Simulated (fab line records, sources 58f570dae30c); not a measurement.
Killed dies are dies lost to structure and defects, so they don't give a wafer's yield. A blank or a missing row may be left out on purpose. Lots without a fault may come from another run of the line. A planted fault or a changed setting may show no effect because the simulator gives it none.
Which tool did it? | flow berkeley_cmos170 | 7 lots, 21 wafers sampled, at 2 steps of a route of 331

WHAT THE GAUGES READ, wafer by wafer
UCB170_PLDD_TW_MEAS_11.
lot  | measured     | on            | PLDD_TW
L157 | day 8 05:18  | film_metro-01 | 1010 1007 1010
L151 | day 8 06:04  | film_metro-01 | 1008 1011 1009
L155 | day 8 06:18  | film_metro-01 | 1010 1007 1005
L162 | day 9 00:28  | film_metro-04 | 1009 1005 1009
L164 | day 9 12:49  | film_metro-03 | 1006 1007 1010
L169 | day 11 00:04 | film_metro-03 | 1006 1011 1006
L170 | day 11 00:22 | film_metro-03 | 1007 1006 1005

WHICH TOOL RAN EACH LOT (tool, then ch and the chambers of the sampled wafers, then the start)
lot  | UCB170_PLDD_IMPLANT_09
L157 | implanter-01 ch 0, day 8 05:03
L151 | implanter-03 ch 0, day 8 05:50
L155 | implanter-02 ch 0, day 8 06:03
L162 | implanter-02 ch 0, day 9 00:13
L164 | implanter-02 ch 0, day 9 12:34
L169 | implanter-02 ch 0, day 10 23:49
L170 | implanter-02 ch 0, day 11 00:07
- UCB170_PLDD_IMPLANT_09

THE ANSWER, worked out from the rows above alone
Rule: what is usual is taken from the lots themselves. Put in order of their means at a reading, lots are off if they are a third of the lots or fewer, leave a main group of 4 or more, and stand apart from it by a gap of 3 or more times the standard deviation of the main group's means; of several such gaps the widest counts. A main group whose means are all the same, to the digits that the tables above print for the reading, isn't used. A lot without any number at a reading at which 4 lots or more have one is off too. The other lots that the step has rows for count as sound.
No lot is off at any reading shown: from this, nothing can be told.

WHAT THE SIMULATOR HAD PUT IN
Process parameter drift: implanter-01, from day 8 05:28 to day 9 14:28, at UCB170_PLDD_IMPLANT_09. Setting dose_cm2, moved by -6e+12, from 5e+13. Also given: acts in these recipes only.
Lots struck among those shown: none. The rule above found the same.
